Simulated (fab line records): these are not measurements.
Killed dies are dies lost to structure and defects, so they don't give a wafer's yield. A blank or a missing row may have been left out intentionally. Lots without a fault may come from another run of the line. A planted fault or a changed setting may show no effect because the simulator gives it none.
fab line records / flow berkeley_cmos170
record lots=6 wafers=18 last_day=11
route steps=331 shown M1@252 V1@254
lots with no fault: from the same line, run without faults
start_h: hours from the record's opening day to when the first of the lot's shown wafers began / wait_h: how many hours have passed since the lot's step before this one / " identical to the entry in the row above / L1.1+2: one row covering several wafers at once / - no value, or no start given / * or withheld: withheld / < > ~ a bound
route shown NAME@n: NAME is a module with steps in the file, n the number in the route of the first one / usual: the fault-free wafers' mean and standard deviation / same: alike in all rows / chamber/n: place in a boat / sites: each site's reading / _std_site: standard deviation of those values / _edge_site: outer sites' mean less inner sites' / radius_mm: for every site, how far away it sits from the centre of the wafer / mask NAME#n: copy n / behind: tool/chamber where the wafer was last shaped / hold: what put the lot on hold/how long, in hours/how the hold closed / device: the n, p or np transistor that did not switch / end of line: the same wafers' tests at the end of the route / a step without rows: its recipe alone / killed: the dies lost at the first sort to structure and to defects; this is not the yield of the wafer / map: shows each die of a wafer: x if killed, . if not, _ if none is there
set.NAME: the setting as run; set.NAME@STEP: as run at that earlier step / model.NAME: the simulator's own value behind a step, which no gauge read
lots seen at some steps along the route; tables by step, rows by wafer
services: the hour from which a tool's chamber was out of use, counted from the record's first day as start_h (under 0 if before that day), plus the number of hours and why
## steps
# step UCB170_M1_CD_MEAS_90
# recipe target_cd_nm=700
# usual cd_nm=700.1/2.5
lot.wafer=L120.3 tool=cd_sem-01 chamber=- start_h=162.47 wait_h=0.1 cd_nm=695.4
lot.wafer=L120.4 tool=cd_sem-01 chamber=- start_h=162.47 wait_h=0.1 cd_nm=697.6
lot.wafer=L120.6 tool=cd_sem-01 chamber=- start_h=162.47 wait_h=0.1 cd_nm=695.9
lot.wafer=L122.1 tool=cd_sem-01 chamber=- start_h=179.99 wait_h=0.1 cd_nm=702.3
lot.wafer=L122.2 tool=cd_sem-01 chamber=- start_h=179.99 wait_h=0.1 cd_nm=700.7
lot.wafer=L122.6 tool=cd_sem-01 chamber=- start_h=179.99 wait_h=0.1 cd_nm=700.6
lot.wafer=L126.3 tool=cd_sem-01 chamber=- start_h=180.41 wait_h=0.1 cd_nm=700.6
lot.wafer=L126.4 tool=cd_sem-01 chamber=- start_h=180.41 wait_h=0.1 cd_nm=700.4
lot.wafer=L126.6 tool=cd_sem-01 chamber=- start_h=180.41 wait_h=0.1 cd_nm=698.1
lot.wafer=L125.3 tool=cd_sem-02 chamber=- start_h=180.53 wait_h=0.1 cd_nm=698.8
lot.wafer=L125.4 tool=cd_sem-02 chamber=- start_h=180.53 wait_h=0.1 cd_nm=697.8
lot.wafer=L125.6 tool=cd_sem-02 chamber=- start_h=180.53 wait_h=0.1 cd_nm=697.8
lot.wafer=L132.1 tool=cd_sem-01 chamber=- start_h=235.59 wait_h=0.1 cd_nm=698.4
lot.wafer=L132.2 tool=cd_sem-01 chamber=- start_h=235.59 wait_h=0.1 cd_nm=698.0
lot.wafer=L132.6 tool=cd_sem-01 chamber=- start_h=235.59 wait_h=0.1 cd_nm=698.9
lot.wafer=L133.1 tool=cd_sem-02 chamber=- start_h=239.06 wait_h=0.1 cd_nm=704.7
lot.wafer=L133.2 tool=cd_sem-02 chamber=- start_h=239.06 wait_h=0.1 cd_nm=704.1
lot.wafer=L133.6 tool=cd_sem-02 chamber=- start_h=239.06 wait_h=0.1 cd_nm=705.3
# step UCB170_M1_ANNEAL_14
# recipe temp_c=400 time_s=1200 ambient=forming_gas
# step UCB170_V1_CVD_00
# recipe material=SiO2 target_thk_nm=2000 temp_c=390 precursor=TEOS/O2 time_s=250 rf_w=550 pressure_mtorr=9000
# usual heater_power_w=248/41
lot.wafer=L120.3 tool=pecvd-01 chamber=1 start_h=165.88 wait_h=0.0 heater_power_w=290
lot.wafer=L120.4 tool=pecvd-01 chamber=0 start_h=165.88 wait_h=0.0 heater_power_w=224
lot.wafer=L120.6 tool=pecvd-01 chamber=2 start_h=165.88 wait_h=0.0 heater_power_w=291
lot.wafer=L122.1 tool=pecvd-01 chamber=1 start_h=185.18 wait_h=0.0 heater_power_w=246
lot.wafer=L122.2 tool=pecvd-01 chamber=0 start_h=185.18 wait_h=0.0 heater_power_w=281
lot.wafer=L122.6 tool=pecvd-01 chamber=1 start_h=185.18 wait_h=0.0 heater_power_w=321
lot.wafer=L125.3 tool=pecvd-03 chamber=2 start_h=185.18 wait_h=0.0 heater_power_w=208
lot.wafer=L125.4 tool=pecvd-03 chamber=1 start_h=185.18 wait_h=0.0 heater_power_w=183
lot.wafer=L125.6 tool=pecvd-03 chamber=2 start_h=185.18 wait_h=0.0 heater_power_w=263
lot.wafer=L126.3 tool=pecvd-04 chamber=1 start_h=185.18 wait_h=0.0 heater_power_w=244
lot.wafer=L126.4 tool=pecvd-04 chamber=0 start_h=185.18 wait_h=0.0 heater_power_w=239
lot.wafer=L126.6 tool=pecvd-04 chamber=2 start_h=185.18 wait_h=0.0 heater_power_w=204
lot.wafer=L132.1 tool=pecvd-01 chamber=2 start_h=239.52 wait_h=0.0 heater_power_w=230
lot.wafer=L132.2 tool=pecvd-01 chamber=1 start_h=239.52 wait_h=0.0 heater_power_w=274
lot.wafer=L132.6 tool=pecvd-01 chamber=1 start_h=239.52 wait_h=0.0 heater_power_w=226
lot.wafer=L133.1 tool=pecvd-03 chamber=0 start_h=242.50 wait_h=0.0 heater_power_w=243
lot.wafer=L133.2 tool=pecvd-03 chamber=1 start_h=242.50 wait_h=0.0 heater_power_w=215
lot.wafer=L133.6 tool=pecvd-03 chamber=1 start_h=242.50 wait_h=0.0 heater_power_w=262
# step UCB170_V1_THK_MEAS_01
# recipe reads=SiO2_of_V1_CVD_00
# usual V1_TEOS_THK=1998/26
lot.wafer=L120.3 tool=film_metro-03 chamber=- start_h=166.05 wait_h=0.1 V1_TEOS_THK[nm]=2033
lot.wafer=L120.4 tool=film_metro-03 chamber=- start_h=166.05 wait_h=0.1 V1_TEOS_THK[nm]=2056
lot.wafer=L120.6 tool=film_metro-03 chamber=- start_h=166.05 wait_h=0.1 V1_TEOS_THK[nm]=2025
lot.wafer=L122.1 tool=film_metro-03 chamber=- start_h=185.33 wait_h=0.1 V1_TEOS_THK[nm]=1975
lot.wafer=L122.2 tool=film_metro-03 chamber=- start_h=185.33 wait_h=0.1 V1_TEOS_THK[nm]=1978
lot.wafer=L122.6 tool=film_metro-03 chamber=- start_h=185.33 wait_h=0.1 V1_TEOS_THK[nm]=1996
lot.wafer=L125.3 tool=film_metro-02 chamber=- start_h=185.35 wait_h=0.1 V1_TEOS_THK[nm]=2010
lot.wafer=L125.4 tool=film_metro-02 chamber=- start_h=185.35 wait_h=0.1 V1_TEOS_THK[nm]=2000
lot.wafer=L125.6 tool=film_metro-02 chamber=- start_h=185.35 wait_h=0.1 V1_TEOS_THK[nm]=2023
lot.wafer=L126.3 tool=film_metro-01 chamber=- start_h=185.35 wait_h=0.1 V1_TEOS_THK[nm]=1996
lot.wafer=L126.4 tool=film_metro-01 chamber=- start_h=185.35 wait_h=0.1 V1_TEOS_THK[nm]=2008
lot.wafer=L126.6 tool=film_metro-01 chamber=- start_h=185.35 wait_h=0.1 V1_TEOS_THK[nm]=1981
lot.wafer=L132.1 tool=film_metro-01 chamber=- start_h=239.67 wait_h=0.1 V1_TEOS_THK[nm]=2001
lot.wafer=L132.2 tool=film_metro-01 chamber=- start_h=239.67 wait_h=0.1 V1_TEOS_THK[nm]=1965
lot.wafer=L132.6 tool=film_metro-01 chamber=- start_h=239.67 wait_h=0.1 V1_TEOS_THK[nm]=2011
lot.wafer=L133.1 tool=film_metro-03 chamber=- start_h=242.65 wait_h=0.1 V1_TEOS_THK[nm]=1999
lot.wafer=L133.2 tool=film_metro-03 chamber=- start_h=242.65 wait_h=0.1 V1_TEOS_THK[nm]=1979
lot.wafer=L133.6 tool=film_metro-03 chamber=- start_h=242.65 wait_h=0.1 V1_TEOS_THK[nm]=1988
# step UCB170_V1_CMP_02
# recipe material=SiO2 down_force_psi=6 platen_rpm=60 pad_velocity_m_s=0.75398
# usual motor_current_A=16.8/1.7 slurry_flow_ml_min=150.0/0.45
lot.wafer=L120.3 tool=cmp-02 chamber=2 start_h=166.19 wait_h=0.1 motor_current_A=16.5 slurry_flow_ml_min=150.1
lot.wafer=L120.4 tool=cmp-02 chamber=3 start_h=166.19 wait_h=0.1 motor_current_A=15.1 slurry_flow_ml_min=149.9
lot.wafer=L120.6 tool=cmp-02 chamber=1 start_h=166.19 wait_h=0.1 motor_current_A=15.4 slurry_flow_ml_min=150.1
lot.wafer=L122.1 tool=cmp-02 chamber=2 start_h=185.39 wait_h=0.1 motor_current_A=18.5 slurry_flow_ml_min=149.3
lot.wafer=L122.2 tool=cmp-02 chamber=3 start_h=185.39 wait_h=0.1 motor_current_A=16.4 slurry_flow_ml_min=149.7
lot.wafer=L122.6 tool=cmp-02 chamber=2 start_h=185.39 wait_h=0.1 motor_current_A=18.0 slurry_flow_ml_min=149.4
lot.wafer=L125.4 tool=cmp-01 chamber=2 start_h=185.49 wait_h=0.1 motor_current_A=19.2 slurry_flow_ml_min=149.3
lot.wafer=L125.3 tool=cmp-01 chamber=3 start_h=185.49 wait_h=0.1 motor_current_A=15.7 slurry_flow_ml_min=150.8
lot.wafer=L125.6 tool=cmp-01 chamber=1 start_h=185.49 wait_h=0.1 motor_current_A=15.7 slurry_flow_ml_min=150.5
lot.wafer=L126.4 tool=cmp-02 chamber=0 start_h=185.69 wait_h=0.3 motor_current_A=18.1 slurry_flow_ml_min=150.4
lot.wafer=L126.3 tool=cmp-02 chamber=1 start_h=185.69 wait_h=0.3 motor_current_A=14.9 slurry_flow_ml_min=149.7
lot.wafer=L126.6 tool=cmp-02 chamber=0 start_h=185.69 wait_h=0.3 motor_current_A=17.5 slurry_flow_ml_min=149.7
lot.wafer=L132.2 tool=cmp-01 chamber=1 start_h=239.73 wait_h=0.0 motor_current_A=15.8 slurry_flow_ml_min=150.1
lot.wafer=L132.1 tool=cmp-01 chamber=0 start_h=239.73 wait_h=0.0 motor_current_A=17.0 slurry_flow_ml_min=149.2
lot.wafer=L132.6 tool=cmp-01 chamber=2 start_h=239.73 wait_h=0.0 motor_current_A=19.4 slurry_flow_ml_min=149.1
lot.wafer=L133.1 tool=cmp-01 chamber=2 start_h=242.71 wait_h=0.1 motor_current_A=19.9 slurry_flow_ml_min=149.7
lot.wafer=L133.2 tool=cmp-01 chamber=0 start_h=242.71 wait_h=0.1 motor_current_A=16.4 slurry_flow_ml_min=150.4
lot.wafer=L133.6 tool=cmp-01 chamber=2 start_h=242.71 wait_h=0.1 motor_current_A=20.5 slurry_flow_ml_min=149.4
# step UCB170_V1_BOW_MEAS_03
# recipe mode=bow
# usual V1_BOW=19/6.5
lot.wafer=L120.3 tool=film_metro-02 chamber=- start_h=166.43 wait_h=0.2 V1_BOW[um]=28
lot.wafer=L120.4 tool=film_metro-02 chamber=- start_h=166.43 wait_h=0.2 V1_BOW[um]=22
lot.wafer=L120.6 tool=film_metro-02 chamber=- start_h=166.43 wait_h=0.2 V1_BOW[um]=22
lot.wafer=L122.1 tool=film_metro-01 chamber=- start_h=185.69 wait_h=0.2 V1_BOW[um]=16
lot.wafer=L122.2 tool=film_metro-01 chamber=- start_h=185.69 wait_h=0.2 V1_BOW[um]=12
lot.wafer=L122.6 tool=film_metro-01 chamber=- start_h=185.69 wait_h=0.2 V1_BOW[um]=22
lot.wafer=L125.3 tool=film_metro-03 chamber=- start_h=185.73 wait_h=0.1 V1_BOW[um]=0
lot.wafer=L125.4 tool=film_metro-03 chamber=- start_h=185.73 wait_h=0.1 V1_BOW[um]=14
lot.wafer=L125.6 tool=film_metro-03 chamber=- start_h=185.73 wait_h=0.1 V1_BOW[um]=23
lot.wafer=L126.3 tool=film_metro-01 chamber=- start_h=186.03 wait_h=0.2 V1_BOW[um]=13
lot.wafer=L126.4 tool=film_metro-01 chamber=- start_h=186.03 wait_h=0.2 V1_BOW[um]=24
lot.wafer=L126.6 tool=film_metro-01 chamber=- start_h=186.03 wait_h=0.2 V1_BOW[um]=15
lot.wafer=L132.1 tool=film_metro-01 chamber=- start_h=240.03 wait_h=0.1 V1_BOW[um]=22
lot.wafer=L132.2 tool=film_metro-01 chamber=- start_h=240.03 wait_h=0.1 V1_BOW[um]=16
lot.wafer=L132.6 tool=film_metro-01 chamber=- start_h=240.03 wait_h=0.1 V1_BOW[um]=19
lot.wafer=L133.1 tool=film_metro-01 chamber=- start_h=243.01 wait_h=0.2 V1_BOW[um]=24
lot.wafer=L133.2 tool=film_metro-01 chamber=- start_h=243.01 wait_h=0.2 V1_BOW[um]=13
lot.wafer=L133.6 tool=film_metro-01 chamber=- start_h=243.01 wait_h=0.2 V1_BOW[um]=9
# step UCB170_V1_THK_MEAS_04
# recipe reads=SiO2_of_V1_CVD_00
# usual V1_POLISHED_THK=999.8/1.2
lot.wafer=L120.3 tool=film_metro-02 chamber=- start_h=166.53 wait_h=0.1 V1_POLISHED_THK[nm]=1000.5
lot.wafer=L120.4 tool=film_metro-02 chamber=- start_h=166.53 wait_h=0.1 V1_POLISHED_THK[nm]=998.7
lot.wafer=L120.6 tool=film_metro-02 chamber=- start_h=166.53 wait_h=0.1 V1_POLISHED_THK[nm]=998.8
lot.wafer=L122.1 tool=film_metro-01 chamber=- start_h=185.81 wait_h=0.1 V1_POLISHED_THK[nm]=1001.0
lot.wafer=L122.2 tool=film_metro-01 chamber=- start_h=185.81 wait_h=0.1 V1_POLISHED_THK[nm]=998.7
lot.wafer=L122.6 tool=film_metro-01 chamber=- start_h=185.81 wait_h=0.1 V1_POLISHED_THK[nm]=999.7
lot.wafer=L125.3 tool=film_metro-03 chamber=- start_h=185.83 wait_h=0.1 V1_POLISHED_THK[nm]=999.8
lot.wafer=L125.4 tool=film_metro-03 chamber=- start_h=185.83 wait_h=0.1 V1_POLISHED_THK[nm]=1001.4
lot.wafer=L125.6 tool=film_metro-03 chamber=- start_h=185.83 wait_h=0.1 V1_POLISHED_THK[nm]=1001.0
lot.wafer=L126.3 tool=film_metro-01 chamber=- start_h=186.13 wait_h=0.1 V1_POLISHED_THK[nm]=999.5
lot.wafer=L126.4 tool=film_metro-01 chamber=- start_h=186.13 wait_h=0.1 V1_POLISHED_THK[nm]=998.3
lot.wafer=L126.6 tool=film_metro-01 chamber=- start_h=186.13 wait_h=0.1 V1_POLISHED_THK[nm]=998.0
lot.wafer=L132.1 tool=film_metro-01 chamber=- start_h=240.15 wait_h=0.1 V1_POLISHED_THK[nm]=999.7
lot.wafer=L132.2 tool=film_metro-01 chamber=- start_h=240.15 wait_h=0.1 V1_POLISHED_THK[nm]=1000.9
lot.wafer=L132.6 tool=film_metro-01 chamber=- start_h=240.15 wait_h=0.1 V1_POLISHED_THK[nm]=1000.4
lot.wafer=L133.1 tool=film_metro-01 chamber=- start_h=243.13 wait_h=0.1 V1_POLISHED_THK[nm]=1001.8
lot.wafer=L133.2 tool=film_metro-01 chamber=- start_h=243.13 wait_h=0.1 V1_POLISHED_THK[nm]=999.7
lot.wafer=L133.6 tool=film_metro-01 chamber=- start_h=243.13 wait_h=0.1 V1_POLISHED_THK[nm]=1001.8
# step UCB170_V1_CLEAN_05
# recipe chemistry=DIW
# step UCB170_V1_HMDS_06
# recipe prime_time_s=60 prime_temp_c=100
# step UCB170_V1_COAT_07
# recipe resist=KrF spin_rpm=1500 resist_thk_nm=905.2
# step UCB170_V1_SOFTBAKE_08
# recipe resist=KrF temp_c=130 time_s=60
# step UCB170_V1_EXPOSE_09
# recipe mask_id=VIA1 target_cd_nm=700 na=0.5 sigma_outer=0.6 source_shape=conventional dose_mj=37
# step UCB170_V1_PEB_10
# recipe peb_temp_c=130 peb_time_s=withheld resist=KrF
# usual chill_plate_temp_C=22.96/0.11 exhaust_pa=45.1/0.93
lot.wafer=L120.3 tool=litho_track-02 chamber=0 start_h=167.54 wait_h=0.1 chill_plate_temp_C=22.94 exhaust_pa=46.0
lot.wafer=L120.4 tool=litho_track-02 chamber=0 start_h=167.54 wait_h=0.1 chill_plate_temp_C=22.89 exhaust_pa=45.0
lot.wafer=L120.6 tool=litho_track-02 chamber=0 start_h=167.54 wait_h=0.1 chill_plate_temp_C=22.91 exhaust_pa=46.1
lot.wafer=L122.1 tool=litho_track-01 chamber=0 start_h=186.61 wait_h=0.1 chill_plate_temp_C=22.91 exhaust_pa=44.0
lot.wafer=L122.2 tool=litho_track-01 chamber=0 start_h=186.61 wait_h=0.1 chill_plate_temp_C=22.99 exhaust_pa=43.8
lot.wafer=L122.6 tool=litho_track-01 chamber=0 start_h=186.61 wait_h=0.1 chill_plate_temp_C=22.85 exhaust_pa=45.0
lot.wafer=L125.3 tool=litho_track-02 chamber=- start_h=186.90 wait_h=0.1 chill_plate_temp_C=- exhaust_pa=-
lot.wafer=L125.4 tool=litho_track-02 chamber=- start_h=186.90 wait_h=0.1 chill_plate_temp_C=- exhaust_pa=-
lot.wafer=L125.6 tool=litho_track-02 chamber=- start_h=186.90 wait_h=0.1 chill_plate_temp_C=- exhaust_pa=-
lot.wafer=L126.3 tool=litho_track-02 chamber=- start_h=187.24 wait_h=0.1 chill_plate_temp_C=- exhaust_pa=-
lot.wafer=L126.4 tool=litho_track-02 chamber=- start_h=187.24 wait_h=0.1 chill_plate_temp_C=- exhaust_pa=-
lot.wafer=L126.6 tool=litho_track-02 chamber=- start_h=187.24 wait_h=0.1 chill_plate_temp_C=- exhaust_pa=-
lot.wafer=L132.1 tool=litho_track-02 chamber=0 start_h=242.46 wait_h=0.6 chill_plate_temp_C=23.12 exhaust_pa=45.4
lot.wafer=L132.2 tool=litho_track-02 chamber=0 start_h=242.46 wait_h=0.6 chill_plate_temp_C=23.23 exhaust_pa=45.5
lot.wafer=L132.6 tool=litho_track-02 chamber=0 start_h=242.46 wait_h=0.6 chill_plate_temp_C=23.15 exhaust_pa=45.1
lot.wafer=L133.1 tool=litho_track-04 chamber=0 start_h=244.47 wait_h=0.1 chill_plate_temp_C=22.74 exhaust_pa=45.0
lot.wafer=L133.2 tool=litho_track-04 chamber=0 start_h=244.47 wait_h=0.1 chill_plate_temp_C=22.84 exhaust_pa=44.2
lot.wafer=L133.6 tool=litho_track-04 chamber=0 start_h=244.47 wait_h=0.1 chill_plate_temp_C=22.93 exhaust_pa=44.3
# step UCB170_V1_DEVELOP_11
# recipe developer=TMAH develop_time_s=45 resist=KrF dev_temp_c=21
## services
tool=pecvd-01 chamber=2 start_h=142.83 hours=8.5 kind=repair
tool=cmp-02 chamber=- start_h=145.43 hours=1.5 kind=repair
tool=pecvd-01 chamber=0 start_h=149.50 hours=- kind=clean
tool=pecvd-01 chamber=1 start_h=149.50 hours=- kind=clean
tool=pecvd-01 chamber=2 start_h=149.50 hours=- kind=clean
tool=pecvd-01 chamber=- start_h=154.13 hours=0.5 kind=repair
tool=cmp-02 chamber=- start_h=188.31 hours=3.0 kind=repair
tool=pecvd-03 chamber=- start_h=200.55 hours=1.2 kind=repair
tool=pecvd-03 chamber=0 start_h=205.26 hours=3.8 kind=repair
tool=cmp-01 chamber=- start_h=226.54 hours=5.0 kind=pm
tool=pecvd-01 chamber=- start_h=227.77 hours=0.6 kind=repair
tool=cmp-02 chamber=- start_h=232.00 hours=4.0 kind=pm
tool=cmp-02 chamber=- start_h=236.00 hours=- kind=consumable_replace:conditioner
tool=cmp-02 chamber=- start_h=236.00 hours=- kind=consumable_replace:pad
tool=pecvd-04 chamber=- start_h=242.50 hours=14.0 kind=pm
tool=pecvd-04 chamber=0 start_h=242.50 hours=14.0 kind=vent_cycle
tool=pecvd-04 chamber=1 start_h=242.50 hours=14.0 kind=vent_cycle
tool=pecvd-04 chamber=2 start_h=242.50 hours=14.0 kind=vent_cycle
## key
first_sign step=UCB170_V1_PEB_10 reading=tool_record direction=missing
effect none on later readings
met_at UCB170_V1_PEB_10
struck_wafers L125.3,L125.4,L125.6,L126.3,L126.4,L126.6
later_rows_left_out L125.3,L125.4,L125.6,L126.3,L126.4,L126.6
sort_left_out L125.3,L125.4,L125.6,L126.3,L126.4,L126.6
onset_between 167.54 186.90
fault kind=skipped_step_whole tool=litho_track-02 chamber=- onset_h=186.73 steps=UCB170_V1_PEB_10 scope=struck_lots_only
# sort_left_out: the simulated sort isn't trusted on such a fault, so these wafers' sort isn't shown, and their yield isn't known
# later_rows_left_out: the simulator's readings of these wafers behind a module that went badly wrong aren't trusted and aren't shown, but for the sort
